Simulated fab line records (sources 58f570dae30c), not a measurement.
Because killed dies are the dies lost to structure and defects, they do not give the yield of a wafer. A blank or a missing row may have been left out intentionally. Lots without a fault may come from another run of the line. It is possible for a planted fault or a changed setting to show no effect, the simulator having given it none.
Struck lot and sound lot, side by side + flow berkeley_cmos170 + 43 steps out of a route of 331
Sound: the wafers L746.3, L746.5, L746.6. The struck wafers were L741.1, L741.2, L741.4. At the end, the cause is stated.
For every step that has rows: the tool of each side, followed by ch and its chambers, followed by its first start. Under that, the readings that differ: sound wafers + struck wafers + difference of the means + sigmas: that difference in standard deviations of wafers without a fault.
alike: readings with means less than 2 such deviations apart, plus words and numbers identical on both sides. not compared: withheld readings, readings lacking a value on some wafer, bounds such as >300 that could conceal the same value, and numbers that have no deviation in the record and whose values overlap.
Wherever a step has rows on one side only, a row that says differs or no value, or a row with sigmas, the two part there. When numbers do not overlap yet have no deviation, they are printed without sigmas and do not part them. A reading that every wafer of one side lacks parts them only if that side has two wafers or more.

UCB170_ACTIVE_CD_MEAS_90 targets a cd of 1200 nm.
  struck on cd_sem-01, day 7 10:11; sound on cd_sem-01, day 8 17:13
  alike: cd_nm
then, 7 steps without rows for these wafers: UCB170_ACTIVE_CLEAN_17 (cleans in SPM, time 600 s); UCB170_PFIELD_HMDS_00 (prime time 60 s); UCB170_PFIELD_COAT_01 (resist thk 900 nm); UCB170_PFIELD_SOFTBAKE_02 (time 60 s); UCB170_PFIELD_EXPOSE_03 (exposes mask PFIELD, target cd 1500 nm); UCB170_PFIELD_PEB_04; UCB170_PFIELD_DEVELOP_05 (develop time 45 s).
UCB170_PFIELD_OVL_MEAS_06:
  struck on overlay-01, day 7 12:29; sound on overlay-02, day 8 20:07
  alike: PFIELD_OVL
following that, these wafers have no rows for 1 step: UCB170_PFIELD_IMPLANT_07.
UCB170_PFIELD_STRIP_08: strips in O2.
  sound on plasma_asher-02 ch 0,1, day 8 20:20; struck on plasma_asher-04 ch 0,1, day 7 12:40
  alike: drypump_motor_current_A, oes_product_au, strip_time_to_endpoint_s
  not compared: rf_hours_counter_h
UCB170_PFIELD_TW_MEAS_09:
  struck on film_metro-03, day 7 12:46; sound on film_metro-03, day 8 20:25
  alike: PFIELD_TW
UCB170_FIELD_CLEAN_00: cleans in dHF, time 7.5 s.
  sound on wet_bench-02 ch 3, day 8 20:28; struck on wet_bench-03 ch 3, day 7 12:49
then, 1 step without rows for these wafers: UCB170_FIELD_OXIDATION_01 (target thk 558.3 nm, ox time 7200 s).
UCB170_FIELD_THK_MEAS_02:
  struck on film_metro-03, day 7 17:58; sound on film_metro-01, day 9 03:17
  alike: FIELD_OXIDE_THK
then, 4 steps without rows for these wafers: UCB170_FIELD_ANNEAL_03 (time 1200 s); UCB170_FIELD_WET_ETCH_04 (etches SiO2 in dHF, time 60 s); UCB170_FIELD_WET_ETCH_05 (etches Si3N4 in H3PO4, time 12600 s); UCB170_FIELD_WET_ETCH_06 (etches SiO2 in BOE, time 22 s).
UCB170_FIELD_THK_MEAS_90:
  struck on film_metro-01, day 8 01:58; sound on film_metro-03, day 9 13:55
  alike: FIELD_OXIDE_LEFT_1_THK
then, 2 steps without rows for these wafers: UCB170_SACOX_CLEAN_00 (cleans in dHF, time 7.5 s); UCB170_SACOX_OXIDATION_01 (target thk 14.4 nm, ox time 2400 s).
UCB170_SACOX_THK_MEAS_02:
  struck on film_metro-01, day 8 03:58; sound on film_metro-02, day 9 17:45
  alike: SACOX_OXIDE_THK
then, 2 steps without rows for these wafers: UCB170_SCREENOX_WET_ETCH_00 (etches SiO2 in dHF, time 200 s); UCB170_SCREENOX_OXIDATION_01 (target thk 14.4 nm, ox time 2400 s).
UCB170_SCREENOX_THK_MEAS_02:
  struck on film_metro-02, day 8 10:08; sound on film_metro-04, day 9 22:23
  alike: SCREENOX_OXIDE_THK
then, 7 steps without rows for these wafers: UCB170_SCREENOX_ANNEAL_03 (time 900 s); UCB170_NVT_HMDS_00 (prime time 60 s); UCB170_NVT_COAT_01 (resist thk 900 nm); UCB170_NVT_SOFTBAKE_02 (time 60 s); UCB170_NVT_EXPOSE_03 (exposes mask PWELL, target cd 3000 nm); UCB170_NVT_PEB_04; UCB170_NVT_DEVELOP_05 (develop time 45 s).
UCB170_NVT_OVL_MEAS_06:
  struck on overlay-02, day 8 15:53; sound on overlay-02, day 10 04:58
  alike: NVT_OVL
following that, these wafers have no rows for 1 step: UCB170_NVT_IMPLANT_07.
UCB170_NVT_STRIP_08: strips in O2.
  sound on plasma_asher-01 ch 0,1, day 10 05:10; struck on plasma_asher-01 ch 0,1, day 8 16:04
  alike: drypump_motor_current_A, oes_product_au, strip_time_to_endpoint_s
  not compared: rf_hours_counter_h
UCB170_NVT_TW_MEAS_09:
  struck on film_metro-02, day 8 16:10; sound on film_metro-01, day 10 05:15
  alike: NVT_TW
then, 5 steps without rows for these wafers: UCB170_NVT_CLEAN_10 (cleans in SPM, time 600 s); UCB170_PVT_HMDS_00 (prime time 60 s); UCB170_PVT_COAT_01 (resist thk 900 nm); UCB170_PVT_SOFTBAKE_02 (time 60 s); UCB170_PVT_EXPOSE_03 (exposes mask NWELL, target cd 3000 nm).
-- the record jumps here: 3 days lie between the struck wafers' starts before and after (it left off in module PVT and takes up again in module M3, whose first step shown is number 331 of the route) --
UCB170_M3_PROBE_99:
  rows exist in the record for the struck wafers here (prober-01, day 11 06:09), but not for the sound ones

== WHERE THEY PART ==
At UCB170_M3_PROBE_99 and nowhere else, as far as this record goes.

WHY: what the simulator had put in
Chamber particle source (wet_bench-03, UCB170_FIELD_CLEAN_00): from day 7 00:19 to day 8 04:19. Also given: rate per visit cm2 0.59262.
